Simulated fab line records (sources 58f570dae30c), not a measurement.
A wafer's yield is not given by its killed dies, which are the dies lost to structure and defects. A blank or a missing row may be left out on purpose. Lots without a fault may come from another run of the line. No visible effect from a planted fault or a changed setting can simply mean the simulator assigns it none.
Split-lot experiment | flow berkeleyCmos170 | route with 331 steps; 5 lots, 23 wafers read

## THE SPLIT ITSELF
At UCB170_NWELL_IMPLANT_14, the setting energyKev was moved away from the recipe's 150 on 7 of the 23 wafers read, by +4.5% to +5.9%. All remaining wafers had this setting at the recipe value.

The reading comes from the split's own step.

## THE READING
implant.drpNm (the simulator's own value, which no gauge read), in nm, at UCB170_NWELL_IMPLANT_14. The file does not state a usual value for it.

wafer  | tool, chamber at the split | energyKev as run | against the recipe | implant.drpNm, nm | against lot-mates on the recipe
L074.1 | implanter-01, 0            | 150              | recipe             | 62.72             | -
L074.2 | implanter-01, 0            | 150              | recipe             | 62.72             | -
L074.3 | implanter-01, 0            | 150              | recipe             | 62.72             | -
L074.5 | implanter-01, 0            | 150              | recipe             | 62.72             | -
L074.6 | implanter-01, 0            | 150              | recipe             | 62.72             | -
L076.1 | implanter-01, 0            | 150              | recipe             | 62.72             | -
L076.3 | implanter-01, 0            | 150              | recipe             | 62.72             | -
L076.4 | implanter-01, 0            | 150              | recipe             | 62.72             | -
L081.1 | implanter-01, 0            | 150              | recipe             | 62.72             | -
L081.5 | implanter-01, 0            | 150              | recipe             | 62.72             | -
L081.6 | implanter-01, 0            | 150              | recipe             | 62.72             | -
L081.2 | implanter-01, 0            | 158.2            | +5.5%              | 65.27             | +2.55
L081.3 | implanter-01, 0            | 158.2            | +5.5%              | 65.27             | +2.55
L083.1 | implanter-03, 0            | 156.8            | +4.5%              | 64.84             | +2.12
L083.3 | implanter-03, 0            | 156.8            | +4.5%              | 64.84             | +2.12
L083.4 | implanter-03, 0            | 150              | recipe             | 62.72             | -
L083.5 | implanter-03, 0            | 150              | recipe             | 62.72             | -
L083.6 | implanter-03, 0            | 150              | recipe             | 62.72             | -
L084.1 | implanter-04, 0            | 158.8            | +5.9%              | 65.45             | +2.73
L084.4 | implanter-04, 0            | 158.8            | +5.9%              | 65.45             | +2.73
L084.5 | implanter-04, 0            | 158.8            | +5.9%              | 65.45             | +2.73
L084.2 | implanter-04, 0            | 150              | recipe             | 62.72             | -
L084.6 | implanter-04, 0            | 150              | recipe             | 62.72             | -

FIT RESULTS
A straight line over all 23 wafers: implant.drpNm changes by +0.466 nm for each +1% of energyKev; r = +1.00; the points scatter about the line by 0.0028 nm.
The same after taking each lot's own level away (the mean of its wafers on the recipe; 23 wafers): +0.466 nm for each +1%; r = +1.00; scatter 0.0028 nm.
That fit puts the effect of the largest move of energyKev on the reading at 2.7 nm.
The lots' own levels span 62.720 to 62.720 nm.
The two slopes are in agreement: the lot-to-lot level therefore moves the slope only a little.
Check: with one of the wafers moved furthest among these (+5.9%) left out of the fit, the line predicts +2.74 nm for it against its lot-mates. It came out at +2.73 nm against them.

## THE WHOLE CHAIN: every reading that the file lists as answering this split, in the file's order
step                    | what it does | reading                                                        | change (the file's fit)               | r (the file's)
UCB170_NWELL_IMPLANT_14 |              | implant.rpNm (the simulator's own value, which no gauge read)  | +1.94 nm for each +1% of the setting  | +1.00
UCB170_NWELL_IMPLANT_14 |              | implant.drpNm (the simulator's own value, which no gauge read) | +0.466 nm for each +1% of the setting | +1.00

## FILE'S OWN FIT
implant.drpNm changes by +0.466 nm for each +1% of energyKev, r = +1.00.
